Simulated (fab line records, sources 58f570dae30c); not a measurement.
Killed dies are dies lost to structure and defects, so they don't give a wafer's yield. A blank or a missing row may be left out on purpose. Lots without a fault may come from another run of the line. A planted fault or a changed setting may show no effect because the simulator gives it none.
Which tool did it? | flow berkeley_cmos170 | 14 lots, 42 wafers sampled, at 2 steps of a route of 331

WHAT THE GAUGES READ, wafer by wafer
UCB170_GATE_THK_MEAS_05.
lot  | measured     | on            | GATE_POLY_THK (nm)
L406 | day 6 02:37  | film_metro-04 | 210.8 209.2 211.7
L408 | day 6 02:37  | film_metro-02 | 209.9 208.4 208.9
L409 | day 7 04:17  | film_metro-02 | 210.7 211.0 212.3
L410 | day 7 04:18  | film_metro-04 | 212.8 212.3 213.7
L411 | day 7 04:17  | film_metro-01 | 210.9 213.7 213.4
L412 | day 7 04:20  | film_metro-04 | 214.3 215.0 213.2
L414 | day 8 01:26  | film_metro-02 | 212.0 212.6 210.6
L415 | day 8 17:17  | film_metro-04 | 213.3 213.5 213.2
L417 | day 8 17:21  | film_metro-01 | 210.6 213.0 212.9
L419 | day 8 23:08  | film_metro-02 | 215.2 216.5 214.7
L420 | day 8 23:09  | film_metro-01 | 215.9 216.9 217.9
L422 | day 9 14:52  | film_metro-01 | 211.2 211.1 211.3
L427 | day 10 08:34 | film_metro-04 | 233.1 234.0 232.5 233.2 234.0 232.4
L429 | day 10 08:34 | film_metro-01 | 238.3 237.5 237.1 238.1 237.6 237.0

WHICH TOOL RAN EACH LOT (tool, then ch and the chambers of the sampled wafers, then the start)
lot  | UCB170_GATE_CVD_04
L406 | lpcvd-02 ch 1, day 6 01:13
L408 | lpcvd-02 ch 1, day 6 01:13
L409 | lpcvd-02 ch 1, day 7 02:53
L410 | lpcvd-02 ch 1, day 7 02:53
L411 | lpcvd-02 ch 1, day 7 02:53
L412 | lpcvd-02 ch 1, day 7 02:53
L414 | lpcvd-01 ch 1, day 8 00:02
L415 | lpcvd-02 ch 1, day 8 15:52
L417 | lpcvd-02 ch 1, day 8 15:52
L419 | lpcvd-02 ch 0, day 8 21:44
L420 | lpcvd-02 ch 0, day 8 21:44
L422 | lpcvd-01 ch 0, day 9 12:46
L427 | lpcvd-02 ch 1, day 10 07:10
L429 | lpcvd-02 ch 1, day 10 07:10
- UCB170_GATE_CVD_04: deposits poly-Si from SiH4, time 1440 s, target thk 214 nm.

WHAT THE TOOLS THEMSELVES READ (means of the sampled wafers that have a number; where no wafer has one, the mark that the record gives instead)
UCB170_GATE_CVD_04.
lot  | tool     | spike_tc_centre_C (C) | spike_tc_source_C (C)
L406 | lpcvd-02 | 612.1                 | 629.5
L408 | lpcvd-02 | 612.9                 | 630.3
L409 | lpcvd-02 | 613.4                 | 630.1
L410 | lpcvd-02 | 612.8                 | 630.3
L411 | lpcvd-02 | 612.5                 | 630.2
L412 | lpcvd-02 | 612.5                 | 629.6
L414 | lpcvd-01 | 613.4                 | 631.0
L415 | lpcvd-02 | 612.7                 | 630.9
L417 | lpcvd-02 | 612.8                 | 630.7
L419 | lpcvd-02 | 612.1                 | 628.7
L420 | lpcvd-02 | 611.7                 | 629.9
L422 | lpcvd-01 | 613.5                 | 630.6
L427 | lpcvd-02 | 612.9                 | 629.1
L429 | lpcvd-02 | 612.1                 | 630.9

THE ANSWER, worked out from the rows above alone
Rule: what is usual is taken from the lots themselves. Put in order of their means at a reading, lots are off if they are a third of the lots or fewer, leave a main group of 4 or more, and stand apart from it by a gap of 3 or more times the standard deviation of the main group's means; of several such gaps the widest counts. A main group whose means are all the same, to the digits that the tables above print for the reading, isn't used. A lot without any number at a reading at which 4 lots or more have one is off too. The other lots that the step has rows for count as sound. The gauges are gone through in route order, then the tools' own readings, and for those a lot's mean is taken as printed above. The first step at which some lot is off is used, and at that step the reading that is off furthest; a lot without a number counts as furthest.
Off: L427, L429, at UCB170_GATE_THK_MEAS_05 (GATE_POLY_THK). The main group: mean 212.6 nm, standard deviation 2.1.
A tool fits if, at a process step before that reading, it ran every lot that is off, and no sound lot after the first of them. The gauges at UCB170_GATE_THK_MEAS_05 are tried like those tools. One fits: lpcvd-02 at UCB170_GATE_CVD_04. Its last sound lot is L419 (day 8 21:44), its first lot that is off L427 (day 10 07:10): a fault that began between those two fits.

WHAT THE SIMULATOR HAD PUT IN
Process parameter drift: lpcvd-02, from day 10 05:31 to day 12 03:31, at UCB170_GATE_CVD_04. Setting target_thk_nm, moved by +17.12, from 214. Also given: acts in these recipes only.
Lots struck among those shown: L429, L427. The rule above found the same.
